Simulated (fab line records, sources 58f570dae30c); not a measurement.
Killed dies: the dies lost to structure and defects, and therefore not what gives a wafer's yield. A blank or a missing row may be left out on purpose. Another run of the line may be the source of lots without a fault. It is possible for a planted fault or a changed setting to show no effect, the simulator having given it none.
Problem report in the 8D (eight disciplines) form, filled by code -- flow berkeley_cmos170 -- the parts of the form that need people (team, actions taken, sign-off) are left out

## 1. PROBLEM STATEMENT
Wafers without a fault read 700.9 nm, standard deviation 2.8; cd_nm at UCB170_M2_CD_MEAS_90 reads a mean of 680.5 nm on 2 wafers belonging to 2 lots. That is -7.3 standard deviations from the usual mean.
The step: target cd 700 nm.
The first sign was on wafer L737.6 at day 10 16:36, on cd_sem-01. Wafers with a number at this step in the record: 40, from 14 lots. Rule for "out" (also "out of limits"): further than 4 standard deviations from the usual mean. Any other wafer with a number is counted as sound.

## 2. WHAT THIS IS AND IS NOT
question,is,is not
which readings at this step,cd_nm,-
which lots,"L736, L737","L726, L728, L730, L731, L732, L733, L734, L738, L739, L743, L744, L746"
which wafers of those lots,"L736.5, L737.6","L737.2, L737.3"
read on which gauges,cd_sem-01,cd_sem-02
when,from day 10 16:36,"up to then (23 sound wafers); but 15 sound wafers of L738, L739, L743, L744, L746 came after"

## 3. WHAT RULES OUT EACH SUSPECT
Counting: if a tool at a process step up to the reading ran every lot that is out, it stays a suspect. Sound lots after the first of them don't rule it out here, since some wafers of a struck lot are sound.
- ruled out: the gauge at UCB170_M2_CD_MEAS_90. All the wafers that are out were read on cd_sem-01, but those of them that UCB170_M2_STRIP_19 has rows for are out there too, on other tools.
- rie_metal-02 at UCB170_M2_METAL_ETCH_18 (etches Al in Cl2/BCl3, stops on SiO2, target depth 1170 nm, time 195 s): kept. It processed each lot that is out (first: L737, day 10 16:18); up to then, its last sound lot is L734 (day 10 10:24).
- At UCB170_M2_METAL_ETCH_18 on rie_metal-02, chamber 1 took the sound wafers of the same lots and chamber 0 took the wafers that are out.
Remaining after the count: rie_metal-02 at UCB170_M2_METAL_ETCH_18.

## 4. THE CAUSE (what the simulator had put in)
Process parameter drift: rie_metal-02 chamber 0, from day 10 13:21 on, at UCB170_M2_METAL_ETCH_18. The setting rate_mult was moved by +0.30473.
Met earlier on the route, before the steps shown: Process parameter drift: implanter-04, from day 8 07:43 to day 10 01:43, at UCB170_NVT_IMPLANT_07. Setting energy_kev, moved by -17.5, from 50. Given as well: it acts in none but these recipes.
Counting left only this tool.

## 5. SEQUENCE OF EFFECTS, ordered by route
Rows list readings where the struck wafers' mean (over those with a number) sits beyond 3 standard deviations from the usual. Only readings whose record carries a usual standard deviation are examined. hours: median over the lots of the time between each lot's start at the first step of this table that gives one and its start at this step. sigmas: the change, counted in usual standard deviations.
hours,step,reading,usual,on struck wafers,change,sigmas
0,UCB170_M2_STRIP_19,oes_product_au,0.543 a.u.,0.317,-0.226,-16
0,UCB170_M2_CD_MEAS_90,cd_nm,700.9 nm,680.5,-20.4,-7.3
Here are the process steps it includes:
- UCB170_M2_STRIP_19: strips in O2.
At these later measuring or inspecting steps, every struck wafer for which the step has a row has a number for every such reading, and none has moved that far: UCB170_V2_OVL_MEAS_13.

## 6. HOW IT WOULD HAVE BEEN CAUGHT EARLIER
3 hours passed between the start of the fault at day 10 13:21 and the first reading out of limits at a measuring or inspecting step in this record, taken at day 10 16:36.
Tool readings at UCB170_M2_METAL_ETCH_18 with a usual standard deviation given in the record: none out on any struck wafer, hence no alarm at a limit of 4 standard deviations on them.
Lots out: 2; of these, L736 started UCB170_M2_METAL_ETCH_18 on rie_metal-02 after day 10 16:36. A tool hold placed at that time would have kept it from harm.
